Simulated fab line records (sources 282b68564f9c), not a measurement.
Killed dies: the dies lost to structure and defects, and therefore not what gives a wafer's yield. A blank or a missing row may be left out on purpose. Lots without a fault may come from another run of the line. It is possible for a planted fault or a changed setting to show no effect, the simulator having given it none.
What tool caused it? | flow rit-cmos | 14 lots with 42 wafers sampled at 2 steps, on a route of 202 steps

## WHAT THE GAUGES READ, wafer by wafer
Not one reading of a measure or inspect step in the record can be checked against a usual standard deviation.

## WHICH TOOL RAN EACH LOT (tool, then ch and the chambers of the sampled wafers, then the start)
lot  | RIT_FOX2_OXIDATION_00        | RIT_M1_PROBE_99
L599 | furnace-01 ch 0, day 2 00:04 | prober-02, day 3 15:36
L602 | furnace-04 ch 0, day 2 15:23 | prober-01, day 4 10:07
L603 | furnace-04 ch 0, day 2 20:19 | prober-02, day 4 11:47
L605 | furnace-04 ch 0, day 3 05:36 | prober-02, day 4 21:53
L606 | furnace-04 ch 0, day 3 09:55 | prober-02, day 5 05:25
L607 | furnace-01 ch 0, day 3 14:52 | prober-02, day 5 11:06
L608 | furnace-04 ch 0, day 3 20:30 | prober-01, day 5 13:07
L609 | furnace-04 ch 0, day 4 00:50 | prober-02, day 5 20:22
L610 | furnace-03 ch 0, day 4 08:10 | prober-01, day 6 03:26
L616 | furnace-03 ch 0, day 5 13:17 | prober-01, day 7 09:25
L617 | furnace-03 ch 0, day 5 21:07 | prober-02, day 7 17:11
L618 | furnace-03 ch 0, day 5 23:57 | prober-01, day 7 22:53
L620 | furnace-03 ch 0, day 6 10:25 | prober-01, day 8 08:35
L621 | furnace-03 ch 0, day 6 14:44 | prober-02, day 8 20:41
- RIT_FOX2_OXIDATION_00: target thk 350.7 nm, ox time 1168 s.
- RIT_M1_PROBE_99

## AS READ BY THE TOOLS THEMSELVES (means over the sampled wafers that have a number; for cases with no such wafer, the mark the record gives instead)
RIT_M1_PROBE_99. Usual: killed-at-front-end 6.7, standard deviation 2.9; killed-dies 6.8, standard deviation 2.9; killed-on-rim 1.8, standard deviation 1.4; killed-open 3.5, standard deviation 2; killed-short 3.2, standard deviation 1.9.
lot  | tool      | killed-at-front-end | killed-dies | killed-on-rim | killed-open | killed-short | flag
L599 | prober-02 | 9.7                 | 9.7         | 1.0           | 3.7         | 6.0          |
L602 | prober-01 | 8.7                 | 8.7         | 3.3           | 5.0         | 3.7          |
L603 | prober-02 | 9.0                 | 9.0         | 2.0           | 6.0         | 3.0          |
L605 | prober-02 | 10.0                | 10.0        | 3.0           | 6.3         | 3.7          |
L606 | prober-02 | 4.0                 | 4.0         | 1.3           | 3.3         | 0.7          |
L607 | prober-02 | 10.7                | 10.7        | 3.7           | 5.3         | 5.3          |
L608 | prober-01 | 104.3               | 104.3       | 27.3          | 3.7         | 3.3          | OFF
L609 | prober-02 | 112.0               | 112.0       | 29.0          | 5.3         | 3.3          | OFF
L610 | prober-01 | 5.3                 | 5.3         | 1.3           | 3.0         | 2.3          |
L616 | prober-01 | 7.3                 | 7.3         | 2.0           | 4.3         | 3.0          |
L617 | prober-02 | 5.0                 | 5.0         | 1.0           | 2.7         | 2.3          |
L618 | prober-01 | 5.7                 | 5.7         | 2.3           | 3.0         | 2.3          |
L620 | prober-01 | 3.3                 | 3.3         | 1.7           | 2.3         | 1.0          |
L621 | prober-02 | 6.7                 | 6.7         | 1.7           | 4.0         | 2.7          |

## THE ANSWER, worked out from the rows above alone
Rule: lot off if the mean of its wafers having a number is beyond 3 standard deviations from the usual mean. Also off: a lot with no number at a reading for which 4 or more lots have one. All remaining lots with rows at the step are treated as sound. Order of review: gauges by route order, followed by the tools' own readings, for which a lot's mean as printed above is used. At the first step where some lot is off, the reading lying furthest off is the one used; lots without a number count as furthest.
Off: L608, L609 (RIT_M1_PROBE_99, killed-at-front-end).
If a tool, at that step or one of the process steps before it, ran each lot that is off and ran no sound lot following the first of them, it fits. One candidate fits, namely furnace-04 at RIT_FOX2_OXIDATION_00. Its last sound lot is L606 (day 3 09:55), its first lot that is off L608 (day 3 20:30): a fault that began between those two fits.

## WHAT THE SIMULATOR HAD PUT IN
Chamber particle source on furnace-04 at RIT_FOX2_OXIDATION_00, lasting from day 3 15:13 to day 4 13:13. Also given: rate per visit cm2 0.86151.
Struck lots among those shown: L608, L609. Same finding as the rule above.
